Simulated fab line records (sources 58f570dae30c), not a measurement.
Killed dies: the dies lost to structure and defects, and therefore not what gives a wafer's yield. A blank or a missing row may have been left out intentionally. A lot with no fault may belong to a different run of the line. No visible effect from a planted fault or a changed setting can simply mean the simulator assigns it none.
Check for tools in common    flow berkeley_cmos170    14 lots, 42 wafers sampled

## THE REASON FOR OPENING IT
2 of 14 lots carry a flag on the reading NSD_TW at UCB170_NSD_TW_MEAS_10. Wafers without a fault read 4202, standard deviation 28.
Rule: a lot is flagged when every wafer of it that has a number lies more than 4 standard deviations from that mean, or none has a number. The other lots count as sound.

lot   measured      on             NSD_TW, wafer by wafer  flag
L840  day 8 05:23   film_metro-02  4232 4229 4235          
L839  day 8 05:23   film_metro-03  4157 4181 4175          
L842  day 8 19:13   film_metro-04  4189 4189 4166          
L844  day 9 09:55   film_metro-03  4196 4175 4170          
L845  day 9 10:33   film_metro-03  4181 4205 4190          
L848  day 9 21:05   film_metro-03  4184 4175 4188          
L850  day 10 18:59  film_metro-02  4224 4197 4242          
L852  day 11 00:17  film_metro-04  4381 4355 4385          FLAGGED
L854  day 11 13:58  film_metro-04  4367 4363 4363          FLAGGED
L856  day 11 21:28  film_metro-04  4208 4210 4202          
L859  day 12 04:40  film_metro-03  4180 4170 4156          
L860  day 12 04:56  film_metro-02  4230 4206 4222          
L861  day 13 07:29  film_metro-03  4190 4184 4202          
L862  day 13 08:04  film_metro-04  4202 4175 4208          
The mean of the flagged lots' numbers is 4369, +167 from the usual (+6 standard deviations).

## EACH LOT AND THE TOOL IT RAN ON
The record holds 2 process steps before the reading, out of a route of 331 steps. Cell contents, in order: the tool; ch with the chambers the sampled wafers went through; the start.
lot   flag     UCB170_NSD_IMPLANT_08            UCB170_NSD_STRIP_09
L840           implanter-04 ch 0, day 8 05:08   plasma_asher-01 ch 0,1, day 8 05:17
L839           implanter-03 ch 0, day 8 05:10   plasma_asher-04 ch 0,1, day 8 05:17
L842           implanter-02 ch 0, day 8 18:58   plasma_asher-01 ch 0,1, day 8 19:07
L844           implanter-02 ch 0, day 9 09:40   plasma_asher-01 ch 0, day 9 09:49
L845           implanter-02 ch 0, day 9 10:18   plasma_asher-02 ch 0,1, day 9 10:27
L848           implanter-03 ch 0, day 9 20:51   plasma_asher-04 ch 0,1, day 9 20:59
L850           implanter-04 ch 0, day 10 18:46  plasma_asher-01 ch 0,1, day 10 18:54
L852  FLAGGED  implanter-02 ch 0, day 11 00:02  plasma_asher-02 ch 0,1, day 11 00:11
L854  FLAGGED  implanter-02 ch 0, day 11 13:45  plasma_asher-02 ch 0,1, day 11 13:53
L856           implanter-03 ch 0, day 11 21:13  plasma_asher-04 ch 0,1, day 11 21:22
L859           implanter-04 ch 0, day 12 04:25  plasma_asher-04 ch 0,1, day 12 04:34
L860           implanter-03 ch 0, day 12 04:41  plasma_asher-01 ch 0, day 12 04:49
L861           implanter-03 ch 0, day 13 07:16  plasma_asher-02 ch 0,1, day 13 07:24
L862           implanter-03 ch 0, day 13 07:49  plasma_asher-02 ch 0,1, day 13 07:58
What the steps here do:
- UCB170_NSD_IMPLANT_08
- UCB170_NSD_STRIP_09: strips in O2.
- UCB170_NSD_TW_MEAS_10

## FLAGGED OVER TOTAL, TOOL BY TOOL (the gauges that took the reading come last)
step                   tool             lots run  flagged  share of the flagged lots  sound lots run after its first flagged lot
UCB170_NSD_IMPLANT_08  implanter-02     5         2        all                        0
UCB170_NSD_IMPLANT_08  implanter-03     6         0        none                       -
UCB170_NSD_IMPLANT_08  implanter-04     3         0        none                       -
UCB170_NSD_STRIP_09    plasma_asher-01  5         0        none                       -
UCB170_NSD_STRIP_09    plasma_asher-02  5         2        all                        2 (L861,L862)
UCB170_NSD_STRIP_09    plasma_asher-04  4         0        none                       -
UCB170_NSD_TW_MEAS_10  film_metro-02    3         0        none                       -
UCB170_NSD_TW_MEAS_10  film_metro-03    6         0        none                       -
UCB170_NSD_TW_MEAS_10  film_metro-04    5         2        all                        2 (L856,L862)

## WHAT IS ALLOWED BY THE TABLE
Every flagged lot was run by 3 rows of the table: implanter-02 at UCB170_NSD_IMPLANT_08, plasma_asher-02 at UCB170_NSD_STRIP_09 and film_metro-04 at UCB170_NSD_TW_MEAS_10.
- implanter-02 at UCB170_NSD_IMPLANT_08: 2 of its 5 lots flagged. It ran its last sound lot, L845, at day 9 10:18 and its first flagged lot, L852, at day 11 00:02: a fault with its onset between the two fits. Its own readings lie more than 4 standard deviations out on every wafer of the flagged lots: dose_ions_cm2, end_station_pressure_torr, faraday_current_uA.
- plasma_asher-02 at UCB170_NSD_STRIP_09: 2 of its 5 lots flagged. Sound lots ran on it after the first flagged one (L861, L862), which a lasting fault on the whole tool wouldn't allow. Its own readings lie more than 4 standard deviations out on every wafer of the flagged lots: oes_product_au, strip_time_to_endpoint_s.
- film_metro-04 at UCB170_NSD_TW_MEAS_10: 2 of its 5 lots flagged. Sound lots ran on it after the first flagged one (L856, L862), which a lasting fault on the whole tool wouldn't allow.
Just one tool remains: implanter-02 at UCB170_NSD_IMPLANT_08.

## WHAT WAS PUT IN BY THE SIMULATOR
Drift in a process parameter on implanter-02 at UCB170_NSD_IMPLANT_08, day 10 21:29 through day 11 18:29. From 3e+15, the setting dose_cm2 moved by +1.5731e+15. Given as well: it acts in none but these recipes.
Lots struck among those shown: L852, L854. The rule given above showed the same thing.
